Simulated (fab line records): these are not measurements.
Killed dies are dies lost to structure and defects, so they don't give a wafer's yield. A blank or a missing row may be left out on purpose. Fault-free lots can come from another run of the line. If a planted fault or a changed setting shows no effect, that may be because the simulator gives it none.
Which tool was responsible? ; flow rit_cmos ; 14 lots with 42 wafers sampled at 3 steps, on a route of 202 steps

## WHAT EACH GAUGE READ, for each wafer
RIT_NRETRO_OVL_MEAS_06.
lot;measured;on;NRETRO_OVL (nm)
L551;day 2 08:17;overlay-02;1.8 -0.3 1.6
L552;day 2 11:38;overlay-02;-1.0 -0.6 -0.1
L553;day 2 17:11;overlay-01;1.0 -0.5 -0.7
L554;day 2 20:40;overlay-01;3.5 4.4 3.6
L555;day 3 02:05;overlay-01;-2.6 -2.8 -2.6
L556;day 3 07:38;overlay-02;-1.0 0.9 2.1
L557;day 3 11:59;overlay-02;-2.3 0.5 -0.4
L559;day 4 00:55;overlay-02;1.7 1.6 0.9
L560;day 4 02:25;overlay-02;- - -
L561;day 4 07:20;overlay-02;- - -
L569;day 6 04:31;overlay-01;0.9 1.2 1.3
L571;day 6 14:41;overlay-02;1.0 1.5 0.8
L572;day 6 17:23;overlay-02;-0.9 -0.3 1.7
L574;day 7 07:29;overlay-01;0.0 2.2 0.1

RIT_PRETRO_TW_MEAS_10.
lot;measured;on;PRETRO_TW
L551;day 2 10:37;film_metro-03;481 481 479
L552;day 2 13:48;film_metro-03;482 480 480
L553;day 2 19:27;film_metro-03;479 481 483
L554;day 2 22:51;film_metro-03;484 483 481
L555;day 3 04:15;film_metro-02;466 470 469
L556;day 3 09:47;film_metro-03;483 483 486
L557;day 3 14:27;film_metro-01;482 484 484
L559;day 4 03:05;film_metro-02;469 472 472
L560;day 4 04:43;film_metro-03;1086 1092 1083 1086 1086 1086
L561;day 4 09:29;film_metro-01;1088 1087 1098 1093 1090 1095
L569;day 6 06:41;film_metro-01;485 481 483
L571;day 6 16:51;film_metro-02;466 469 470
L572;day 6 19:33;film_metro-01;480 480 482
L574;day 7 09:56;film_metro-01;482 483 484

## WHICH TOOL RAN EACH LOT (tool, then ch and the chambers of the sampled wafers, then the start)
lot;RIT_NRETRO_COAT_01
L551;litho_track-02 ch 0, day 2 05:43
L552;litho_track-03 ch 0, day 2 10:54
L553;litho_track-04 ch 0, day 2 16:28
L554;litho_track-02 ch 0, day 2 19:57
L555;litho_track-04 ch 0, day 3 01:15
L556;litho_track-02 ch 0, day 3 06:55
L557;litho_track-03 ch 0, day 3 11:05
L559;litho_track-04 ch 0, day 4 00:11
L560;litho_track-03, day 4 01:35
L561;litho_track-03, day 4 06:36
L569;litho_track-04 ch 0, day 6 03:40
L571;litho_track-02 ch 0, day 6 13:50
L572;litho_track-03 ch 0, day 6 16:34
L574;litho_track-04 ch 0, day 7 06:46
- RIT_NRETRO_COAT_01: resist thk 1289 nm.

## WHAT THE TOOLS THEMSELVES READ (means of the sampled wafers that have a number; where no wafer has one, the mark that the record gives instead)
RIT_NRETRO_COAT_01.
lot;tool;chill_plate_temp_C (C);dispense_pressure_kPa (kPa)
L551;litho_track-02;23.09;51.3
L552;litho_track-03;22.91;53.2
L553;litho_track-04;23.04;57.4
L554;litho_track-02;23.04;51.3
L555;litho_track-04;23.03;57.5
L556;litho_track-02;22.92;51.3
L557;litho_track-03;22.95;53.2
L559;litho_track-04;23.13;57.5
L560;litho_track-03;-;-
L561;litho_track-03;-;-
L569;litho_track-04;23.03;57.5
L571;litho_track-02;23.00;51.3
L572;litho_track-03;22.95;53.2
L574;litho_track-04;23.17;57.5

## THE ANSWER, worked out from the rows above alone
Rule: the usual values come from the lots themselves. The widest of any qualifying gaps counts: lots, ordered by their means at a reading, are off when they make up no more than a third of the lots, leave a main group of 4 or more, and stand apart from it by 3 or more times the standard deviation of that group's means. A main group whose means are all the same, to the digits that the tables above print for the reading, isn't used. A lot without any number at a reading at which 4 lots or more have one is off too. Where the step has rows for the other lots, those lots are counted as sound. First the gauges in route order, then the tools' own readings, where a lot's mean is used as printed above. The first step at which some lot is off is used, and at that step the reading that is off furthest; a lot without a number counts as furthest.
Off: at RIT_NRETRO_OVL_MEAS_06 (NRETRO_OVL), L560, L561. Without a number there: L560, L561. The main group: mean 0.5 nm, standard deviation 1.5.
A tool fits if, at a process step before that reading, it ran every lot that is off, and no sound lot after the first of them. The gauges at RIT_NRETRO_OVL_MEAS_06 aren't tried: what is off there is off at RIT_PRETRO_TW_MEAS_10 too, on other tools, and a gauge's error can't cause that. Of those tried, none fits.

## WHAT HAD BEEN PUT IN BY THE SIMULATOR
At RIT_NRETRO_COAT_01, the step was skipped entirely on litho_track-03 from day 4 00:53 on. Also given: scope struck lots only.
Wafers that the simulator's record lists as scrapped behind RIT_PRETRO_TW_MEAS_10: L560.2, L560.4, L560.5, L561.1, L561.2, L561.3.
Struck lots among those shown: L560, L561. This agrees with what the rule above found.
